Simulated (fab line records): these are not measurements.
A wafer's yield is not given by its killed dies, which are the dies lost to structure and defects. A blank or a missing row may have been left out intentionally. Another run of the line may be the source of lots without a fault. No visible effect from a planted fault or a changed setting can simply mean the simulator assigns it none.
2 desks, one fault | flow rit cmos | every desk sees just its own numbers, and what lay behind them comes last

TOOL OWNER'S DESK, iline stepper-02
The tool's own readings at RIT_ACTIVE_EXPOSE_08 (exposes mask M1, target cd 1400 nm): means of the sampled wafers that have a number, for each lot that ran on this tool. A lot is out of limits, marked OUT, if its mean lies more than 4 standard deviations from the usual mean; the brackets give that distance.
Columns: A = exposure dose mJ cm2 at RIT_ACTIVE_EXPOSE_08, usual 224.95
lot  | first seen here | A
L874 | day 1 19:11     | 225.07
L875 | day 2 00:52     | 225.12
L877 | day 2 11:58     | 225.05
L878 | day 2 15:20     | 224.70
L882 | day 3 12:13     | 224.92
L883 | day 3 17:20     | 225.14
L885 | day 4 02:35     | 224.76
L889 | day 4 23:02     | 223.44 (-7.2) OUT
Finding of this desk: L889 out of limits; the first was L889 at day 4 23:02, on exposure dose mJ cm2 at RIT_ACTIVE_EXPOSE_08. Within limits: L874, L875, L877, L878, L882, L883, L885.

THE METROLOGY DESK
Lot by lot, what the gauges showed, no matter which tool ran the lot: averages of those sampled wafers that carry a number. A lot is out of limits, marked OUT, if its mean lies more than 4 standard deviations from the usual mean; the brackets give that distance.
Columns: A = cd nm at RIT_ACTIVE_CD_MEAS_11, usual 1400.7 nm; B = PWELL_RS at RIT_WELLDRIVE_RS_MEAS_02, usual 429.5 ohm/sq; C = PRETRO_OVL at RIT_PRETRO_OVL_MEAS_06, usual 0.9 nm
lot  | first seen here | A                 | B     | C
L873 | day 1 15:59     | 1399.8            | 432.1 | 0.0
L874 | day 1 19:35     | 1400.7            | 428.1 | 1.3
L875 | day 2 01:16     | 1399.8            | 430.1 | 1.2
L876 | day 2 05:58     | 1405.3            | 429.3 | 3.3
L877 | day 2 12:22     | 1399.3            | 430.5 | 1.8
L878 | day 2 15:44     | 1401.1            | 430.2 | -0.6
L881 | day 3 06:56     | 1399.1            | 427.1 | -1.0
L882 | day 3 12:37     | 1396.3            | 426.7 | 2.6
L883 | day 3 17:44     | 1402.6            | 430.4 | 2.5
L885 | day 4 02:59     | 1400.8            | 429.3 | 0.1
L889 | day 4 23:26     | 1384.3 (-6.3) OUT | 428.6 | 1.6
L891 | day 5 08:26     | 1401.5            | 431.5 | 1.6
L896 | day 6 11:03     | 1402.7            | 432.0 | -0.7
Finding of this desk: L889 out of limits; the first was L889 at day 4 23:26, on cd nm at RIT_ACTIVE_CD_MEAS_11. Within limits: L873, L874, L875, L876, L877, L878, L881, L882, L883, L885, L891, L896.

ALL TOGETHER
On L889, at day 4 23:02, an alarm was possible from the tool owner's desk.
L889 would have let the metrology desk raise an alarm at day 4 23:26.
RIT_ACTIVE_EXPOSE_08 was run on iline stepper-02 by each of the lots named.

WHAT WAS PUT IN BY THE SIMULATOR
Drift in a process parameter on iline stepper-02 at RIT_ACTIVE_EXPOSE_08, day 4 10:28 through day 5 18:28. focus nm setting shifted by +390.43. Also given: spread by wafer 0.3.
Lots struck among those shown: L889.
Time in hours from fault onset to the first out-of-limits reading at each desk: tool owner's desk 13, metrology desk 13.
